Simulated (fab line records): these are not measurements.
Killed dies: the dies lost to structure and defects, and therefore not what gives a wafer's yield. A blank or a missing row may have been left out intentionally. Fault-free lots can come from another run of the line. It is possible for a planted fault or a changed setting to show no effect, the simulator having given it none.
Which tool did it? :: flow berkeley-cmos170 :: Sampling: 14 lots, 42 wafers, 5 of 331 route steps

== WHAT EACH GAUGE READ, for each wafer ==
UCB170_PWELL_THK_MEAS_03.
lot: L984
measured: day 3 05:50
on: film-metro-03
PWELL_OXIDE_THK (nm): 26.6 26.6 26.3

lot: L985
measured: day 3 05:50
on: film-metro-04
PWELL_OXIDE_THK (nm): 27.0 26.8 26.7

lot: L986
measured: day 3 15:26
on: film-metro-03
PWELL_OXIDE_THK (nm): 26.0 25.8 25.5

lot: L989
measured: day 4 01:35
on: film-metro-03
PWELL_OXIDE_THK (nm): 27.5 27.8 27.3

lot: L987
measured: day 4 01:36
on: film-metro-04
PWELL_OXIDE_THK (nm): 27.2 27.1 27.5

lot: L988
measured: day 4 01:37
on: film-metro-02
PWELL_OXIDE_THK (nm): 27.8 27.7 27.8

lot: L991
measured: day 4 15:53
on: film-metro-04
PWELL_OXIDE_THK (nm): 27.2 27.4 27.2

lot: L994
measured: day 4 21:17
on: film-metro-04
PWELL_OXIDE_THK (nm): 26.8 26.8 26.6

lot: L992
measured: day 4 21:17
on: film-metro-03
PWELL_OXIDE_THK (nm): 26.6 26.6 26.4

lot: L993
measured: day 4 21:17
on: film-metro-02
PWELL_OXIDE_THK (nm): 26.4 26.7 27.2

lot: L996
measured: day 5 07:44
on: film-metro-03
PWELL_OXIDE_THK (nm): 26.6 26.3 26.4

lot: L997
measured: day 5 18:59
on: film-metro-04
PWELL_OXIDE_THK (nm): 26.2 25.7 26.1

lot: L101
measured: day 6 18:41
on: film-metro-04
PWELL_OXIDE_THK (nm): 26.3 26.2 26.4

lot: L104
measured: day 6 23:53
on: film-metro-04
PWELL_OXIDE_THK (nm): 27.1 27.4 27.3

UCB170_NVT_TW_MEAS_09.
lot: L984
measured: day 6 20:48
on: film-metro-04
NVT_TW: 519.1 518.0 518.0

lot: L985
measured: day 6 20:32
on: film-metro-04
NVT_TW: 517.3 517.6 517.7

lot: L986
measured: day 6 20:34
on: film-metro-01
NVT_TW: 520.9 523.0 523.7

lot: L989
measured: day 7 16:01
on: film-metro-02
NVT_TW: 516.9 516.4 517.7

lot: L987
measured: day 7 15:59
on: film-metro-04
NVT_TW: 517.2 516.1 517.2

lot: L988
measured: day 7 16:20
on: film-metro-02
NVT_TW: 518.1 518.9 512.9

lot: L991
measured: day 8 04:34
on: film-metro-04
NVT_TW: 521.2 517.7 519.4

lot: L994
measured: day 8 12:38
on: film-metro-04
NVT_TW: 524.8 518.0 522.1

lot: L992
measured: day 8 13:08
on: film-metro-04
NVT_TW: 530.2 532.6 530.2 531.1 529.3 529.8

lot: L993
measured: day 8 12:50
on: film-metro-02
NVT_TW: 527.3 528.0 527.2

lot: L996
measured: day 8 12:07
on: film-metro-01
NVT_TW: 521.4 522.9 523.8

lot: L997
measured: day 9 03:20
on: film-metro-04
NVT_TW: 516.2 517.8 518.1

lot: L101
measured: day 11 00:26
on: film-metro-01
NVT_TW: 525.6 522.3 523.0

lot: L104
measured: day 11 00:09
on: film-metro-04
NVT_TW: 518.8 521.5 522.0

UCB170_GATE_CD_MEAS_90 targets a cd of 350 nm.
lot: L984
measured: day 7 10:10
on: cd-sem-02
cd-nm (nm): 348.1 349.5 349.9

lot: L985
measured: day 7 09:56
on: cd-sem-02
cd-nm (nm): 351.4 350.7 351.0

lot: L986
measured: day 7 10:24
on: cd-sem-01
cd-nm (nm): 350.6 352.0 351.4

lot: L989
measured: day 8 09:25
on: cd-sem-01
cd-nm (nm): 352.2 354.3 354.0

lot: L987
measured: day 8 09:10
on: cd-sem-01
cd-nm (nm): 350.8 351.8 351.9

lot: L988
measured: day 8 09:40
on: cd-sem-02
cd-nm (nm): 350.7 349.7 350.4

lot: L991
measured: day 8 22:08
on: cd-sem-02
cd-nm (nm): 352.3 350.2 351.9

lot: L994
measured: day 9 03:44
on: cd-sem-01
cd-nm (nm): 351.9 350.2 352.8

lot: L992
measured: day 9 11:04
on: cd-sem-02
cd-nm (nm): 350.9 350.0 351.6

lot: L993
measured: day 9 03:28
on: cd-sem-01
cd-nm (nm): 350.1 351.2 349.0

lot: L996
measured: day 9 03:52
on: cd-sem-02
cd-nm (nm): 348.6 348.3 348.3

lot: L997
measured: day 10 04:05
on: cd-sem-01
cd-nm (nm): 346.9 345.4 347.9

lot: L101
measured: day 11 21:52
on: cd-sem-02
cd-nm (nm): 351.1 350.0 349.1

lot: L104
measured: day 11 21:17
on: cd-sem-02
cd-nm (nm): 349.1 349.6 348.5

== WHICH TOOL RAN EACH LOT (tool, then ch and the chambers of the sampled wafers, then the start) ==
lot: L984
UCB170_PFIELD_STRIP_08: plasma-asher-04 ch 0,1, day 5 06:53
UCB170_NVT_IMPLANT_07: implanter-01 ch 0, day 6 20:33

lot: L985
UCB170_PFIELD_STRIP_08: plasma-asher-02 ch 0,1, day 5 07:09
UCB170_NVT_IMPLANT_07: implanter-01 ch 0, day 6 20:18

lot: L986
UCB170_PFIELD_STRIP_08: plasma-asher-02 ch 1, day 5 07:25
UCB170_NVT_IMPLANT_07: implanter-02 ch 0, day 6 20:19

lot: L989
UCB170_PFIELD_STRIP_08: plasma-asher-02 ch 0,1, day 6 05:20
UCB170_NVT_IMPLANT_07: implanter-01 ch 0, day 7 15:46

lot: L987
UCB170_PFIELD_STRIP_08: plasma-asher-04 ch 0,1, day 6 05:26
UCB170_NVT_IMPLANT_07: implanter-02 ch 0, day 7 15:45

lot: L988
UCB170_PFIELD_STRIP_08: plasma-asher-03 ch 0,1, day 6 05:44
UCB170_NVT_IMPLANT_07: implanter-01 ch 0, day 7 16:07

lot: L991
UCB170_PFIELD_STRIP_08: plasma-asher-02 ch 0,1, day 6 14:40
UCB170_NVT_IMPLANT_07: implanter-01 ch 0, day 8 04:19

lot: L994
UCB170_PFIELD_STRIP_08: plasma-asher-02 ch 0, day 7 01:33
UCB170_NVT_IMPLANT_07: implanter-02 ch 0, day 8 12:23

lot: L992
UCB170_PFIELD_STRIP_08: plasma-asher-04 ch 1, day 7 02:22
UCB170_NVT_IMPLANT_07: implanter-01 ch 0, day 8 12:53

lot: L993
UCB170_PFIELD_STRIP_08: plasma-asher-03 ch 0,1, day 7 02:01
UCB170_NVT_IMPLANT_07: implanter-01 ch 0, day 8 12:36

lot: L996
UCB170_PFIELD_STRIP_08: plasma-asher-02 ch 0,1, day 7 01:52
UCB170_NVT_IMPLANT_07: implanter-01 ch 0, day 8 11:54

lot: L997
UCB170_PFIELD_STRIP_08: plasma-asher-02 ch 0, day 7 15:22
UCB170_NVT_IMPLANT_07: implanter-04 ch 0, day 9 03:07

lot: L101
UCB170_PFIELD_STRIP_08: plasma-asher-02 ch 0,1, day 9 00:05
UCB170_NVT_IMPLANT_07: implanter-04 ch 0, day 11 00:11

lot: L104
UCB170_PFIELD_STRIP_08: plasma-asher-02 ch 1, day 9 00:28
UCB170_NVT_IMPLANT_07: implanter-02 ch 0, day 10 23:55
- UCB170_PFIELD_STRIP_08: strips in O2.
- UCB170_NVT_IMPLANT_07

== WHAT THE TOOLS THEMSELVES READ (means of the sampled wafers that have a number; where no wafer has one, the mark that the record gives instead) ==
UCB170_PFIELD_STRIP_08.
lot: L984
tool: plasma-asher-04
drypump-motor-current-A (A): 5.5
oes-product-au (a.u.): 0.734
strip-time-to-endpoint-s (s): 21.67

lot: L985
tool: plasma-asher-02
drypump-motor-current-A (A): 6.1
oes-product-au (a.u.): 0.734
strip-time-to-endpoint-s (s): 21.65

lot: L986
tool: plasma-asher-02
drypump-motor-current-A (A): 5.8
oes-product-au (a.u.): 0.728
strip-time-to-endpoint-s (s): 21.68

lot: L989
tool: plasma-asher-02
drypump-motor-current-A (A): 6.0
oes-product-au (a.u.): 0.738
strip-time-to-endpoint-s (s): 21.69

lot: L987
tool: plasma-asher-04
drypump-motor-current-A (A): 5.6
oes-product-au (a.u.): 0.734
strip-time-to-endpoint-s (s): 21.62

lot: L988
tool: plasma-asher-03
drypump-motor-current-A (A): 5.2
oes-product-au (a.u.): 0.729
strip-time-to-endpoint-s (s): 21.64

lot: L991
tool: plasma-asher-02
drypump-motor-current-A (A): 6.1
oes-product-au (a.u.): 0.735
strip-time-to-endpoint-s (s): 21.58

lot: L994
tool: plasma-asher-02
drypump-motor-current-A (A): 6.3
oes-product-au (a.u.): 0.736
strip-time-to-endpoint-s (s): 21.66

lot: L992
tool: plasma-asher-04
drypump-motor-current-A (A): 5.3
oes-product-au (a.u.): 0.734
strip-time-to-endpoint-s (s): 21.62

lot: L993
tool: plasma-asher-03
drypump-motor-current-A (A): 5.5
oes-product-au (a.u.): 0.738
strip-time-to-endpoint-s (s): 21.59

lot: L996
tool: plasma-asher-02
drypump-motor-current-A (A): 6.0
oes-product-au (a.u.): 0.737
strip-time-to-endpoint-s (s): 21.54

lot: L997
tool: plasma-asher-02
drypump-motor-current-A (A): 6.3
oes-product-au (a.u.): 0.740
strip-time-to-endpoint-s (s): 21.61

lot: L101
tool: plasma-asher-02
drypump-motor-current-A (A): 6.0
oes-product-au (a.u.): 0.738
strip-time-to-endpoint-s (s): 21.66

lot: L104
tool: plasma-asher-02
drypump-motor-current-A (A): 5.8
oes-product-au (a.u.): 0.736
strip-time-to-endpoint-s (s): 21.59

UCB170_NVT_IMPLANT_07.
lot: L984
tool: implanter-01
beam-energy-keV: 50.008
dose-ions-cm2: 2.9948e+12

lot: L985
tool: implanter-01
beam-energy-keV: 50.002
dose-ions-cm2: 3.0018e+12

lot: L986
tool: implanter-02
beam-energy-keV: 49.998
dose-ions-cm2: 3.0014e+12

lot: L989
tool: implanter-01
beam-energy-keV: 49.988
dose-ions-cm2: 2.9993e+12

lot: L987
tool: implanter-02
beam-energy-keV: 49.999
dose-ions-cm2: 3.0003e+12

lot: L988
tool: implanter-01
beam-energy-keV: 49.995
dose-ions-cm2: 3.0010e+12

lot: L991
tool: implanter-01
beam-energy-keV: 49.995
dose-ions-cm2: 3.0015e+12

lot: L994
tool: implanter-02
beam-energy-keV: 50.002
dose-ions-cm2: 3.0022e+12

lot: L992
tool: implanter-01
beam-energy-keV: 54.482
dose-ions-cm2: 3.0032e+12

lot: L993
tool: implanter-01
beam-energy-keV: 54.464
dose-ions-cm2: 3.0047e+12

lot: L996
tool: implanter-01
beam-energy-keV: 49.999
dose-ions-cm2: 3.0000e+12

lot: L997
tool: implanter-04
beam-energy-keV: 49.992
dose-ions-cm2: 2.9994e+12

lot: L101
tool: implanter-04
beam-energy-keV: 50.000
dose-ions-cm2: 2.9995e+12

lot: L104
tool: implanter-02
beam-energy-keV: 49.993
dose-ions-cm2: 2.9998e+12

== THE ANSWER, worked out from the rows above alone ==
Rule: usual is defined by the lots themselves. Put in order of their means at a reading, lots are off if they are a third of the lots or fewer, leave a main group of 4 or more, and stand apart from it by a gap of 3 or more times the standard deviation of the main group's means; of several such gaps the widest counts. Not used: any main group whose means are identical at the precision the tables above print for the reading. Also off: a lot with no number at a reading for which 4 or more lots have one. All remaining lots with rows at the step are treated as sound. First the gauges in route order, then the tools' own readings, where a lot's mean is used as printed above. At the first step where some lot is off, the reading lying furthest off is the one used; lots without a number count as furthest.
Off at UCB170_NVT_IMPLANT_07 (beam-energy-keV): L992, L993. Mean 49.998 and standard deviation 0.0051 in the main group.
A tool fits if, at that step or a process step before it, it ran every lot that is off, and no sound lot after the first of them. One candidate fits, namely implanter-01 at UCB170_NVT_IMPLANT_07. Its last sound lot is L996 (day 8 11:54), its first lot that is off L993 (day 8 12:36): a fault that began between those two fits.
The tool's own readings at UCB170_NVT_IMPLANT_07 bear it out: on the lots that are off they differ by more than 5 times the standard deviation of the sound lots' means. beam-energy-keV reads 54.473 there against 49.998 on the sound lots.

== WHAT HAD BEEN PUT IN BY THE SIMULATOR ==
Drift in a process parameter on implanter-01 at UCB170_NVT_IMPLANT_07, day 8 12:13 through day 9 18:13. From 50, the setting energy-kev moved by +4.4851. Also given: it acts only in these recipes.
Lots struck among those shown: L992, L993. The rule given above showed the same thing.
